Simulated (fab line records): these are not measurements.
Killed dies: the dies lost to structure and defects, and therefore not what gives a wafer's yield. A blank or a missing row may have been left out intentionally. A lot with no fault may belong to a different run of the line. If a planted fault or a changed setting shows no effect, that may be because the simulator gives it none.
fab line records | flow berkeleyCmos170
record lots=14 wafers=42 lastDay=13
route steps=331 shown CONTACT@224
lots untouched by any fault: they come from a run of this same line in which no faults occurred
startH: hours from the record's first day to the start of the lot's first wafer shown | waitH: how many hours have passed since the lot's step before this one | " the same as in the row above | L1.1+2: a single row standing in for several wafers | - value missing, or start not given | * or withheld: withheld | < > ~ a bound
route shown NAME@n: names a module that has steps shown in the file, with the first one's number in the route | usual: mean and standard deviation over wafers with no fault | same: alike in all rows | chamber/n: place in a boat | sites: each site's reading | _std_site: the values' standard deviation | _edge_site: inner sites' mean taken away from outer sites' mean | radiusMm: for every site, how far away it sits from the centre of the wafer | mask NAME#n: copy n | behind: the tool/chamber that last shaped the wafer | hold: why the lot was held/for how many hours/how that ended | device: transistor that didn't switch, given as n, p or np | end of line: at the end of the route, the tests of the same wafers | a step given without rows: its recipe and nothing more | killed: at the first sort, the dies lost to defects and structure; wafer yield is something else | map: dies across one wafer; x = killed, . = not, _ = none there
set.NAME: the run value of the setting; set.NAME@STEP: its run value at that earlier step | model.NAME: the simulator's own value behind a step, which no gauge read
route steps across a sampled set of lots; one table per step, one row per wafer
services: when a tool's chamber went out of use (startH, in hours from the record's first day, below 0 if earlier), for how many hours, and the reason
## steps
# step UCB170_CONTACT_RTA_08
# recipe tempC=900 timeS=10 ambient=N2
# usual annealTempCMax=905.6/1.2 chamberO2Ppm=2.003/0.021 lampPowerPct=24.0/1.1 wafer_temp_C_max=903.2/0.92
# columns lot.wafer tool chamber startH waitH annealTempCMax chamberO2Ppm lampPowerPct wafer_temp_C_max
L571.3 rtpAnneal-02 0 135.20 0.0 906.0 2.004 25.1 901.8
L571.5 " 0 " " 906.1 2.009 25.1 902.8
L571.6 " 0 " " 907.9 1.994 25.1 902.9
L572.3 rtpAnneal-01 0 145.71 0.0 904.2 2.053 22.9 904.4
L572.4 " 0 " " 905.1 2.022 22.9 904.5
L572.6 " 0 " " 904.4 2.029 22.9 903.7
L574.1 rtpAnneal-02 0 151.07 0.0 904.8 1.982 25.1 901.6
L574.4 " 0 " " 905.1 1.967 25.1 904.0
L574.6 " 0 " " 905.1 1.994 25.1 902.1
L578.1 rtpAnneal-01 - 166.52 0.0 - - - -
L578.4 " - " " - - - -
L578.6 " - " " - - - -
L577.2 rtpAnneal-01 - 166.98 0.0 - - - -
L577.3 " - " " - - - -
L577.4 " - " " - - - -
L585.3 rtpAnneal-01 0 216.31 0.0 905.3 1.963 22.9 902.3
L585.4 " 0 " " 903.3 1.965 22.9 904.0
L585.5 " 0 " " 904.6 2.029 22.9 903.5
L584.3 rtpAnneal-02 0 216.49 0.0 906.0 2.020 25.1 902.6
L584.4 " 0 " " 904.6 2.027 25.1 901.6
L584.5 " 0 " " 906.1 2.019 25.1 903.4
L586.1 rtpAnneal-01 0 230.58 0.0 905.9 1.995 22.9 904.3
L586.4 " 0 " " 905.9 1.992 22.9 904.3
L586.5 " 0 " " 904.9 2.002 22.9 904.2
L587.2 rtpAnneal-01 0 238.79 0.0 903.5 1.983 22.9 905.4
L587.3 " 0 " " 904.9 2.002 22.9 904.4
L587.4 " 0 " " 905.5 2.001 22.9 902.7
L588.1 rtpAnneal-02 0 238.97 0.0 906.4 2.013 25.1 903.2
L588.4 " 0 " " 905.9 2.010 25.1 902.6
L588.6 " 0 " " 907.7 2.011 25.1 902.7
L592.1 rtpAnneal-02 0 255.82 0.0 904.7 2.014 25.0 902.7
L592.5 " 0 " " 905.3 2.013 25.1 902.9
L592.6 " 0 " " 904.9 1.995 25.1 903.2
L590.2 rtpAnneal-01 0 255.90 0.1 905.6 2.023 22.9 902.5
L590.4 " 0 " " 904.1 2.010 22.9 902.1
L590.6 " 0 " " 904.1 1.980 22.9 906.7
L593.3 rtpAnneal-02 0 255.91 0.1 905.8 1.981 25.1 902.4
L593.5 " 0 " " 906.6 1.999 25.1 902.8
L593.6 " 0 " " 906.1 2.010 25.1 903.0
L594.4 rtpAnneal-01 0 284.57 0.0 903.5 1.996 22.9 903.3
L594.5 " 0 " " 905.7 2.007 22.9 904.9
L594.6 " 0 " " 904.9 2.014 22.9 903.2
## services
# columns tool chamber startH hours kind
rtpAnneal-02 - 166.72 3.9 pm
## key
firstSign step=UCB170_CONTACT_RTA_08 reading=toolRecord direction=missing
effect none on later readings
metAt UCB170_CONTACT_RTA_08
struckLots L577,L578
laterRowsLeftOut L577.2,L577.3,L577.4,L578.1,L578.4,L578.6
sortLeftOut L577.2,L577.3,L577.4,L578.1,L578.4,L578.6
testerLeftOut L577,L578
onsetBetween 145.71 166.52
fault kind=skippedStepWhole tool=rtpAnneal-01 chamber=- onsetH=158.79 steps=UCB170_CONTACT_RTA_08 scope=struckLotsOnly
# testerLeftOut: of these lots the tester's yield and bins aren't shown, on N5 and GAA mostly nor the transistor test; their killed dies are dies lost to structure and defects alone, not to doping, threshold or leakage, so they don't give the yield
# sortLeftOut: the simulated sort isn't trusted on such a fault, so these wafers' sort isn't shown, and their yield isn't known
# laterRowsLeftOut: the simulator's readings of these wafers behind a module that went badly wrong aren't trusted and aren't shown, but for the sort
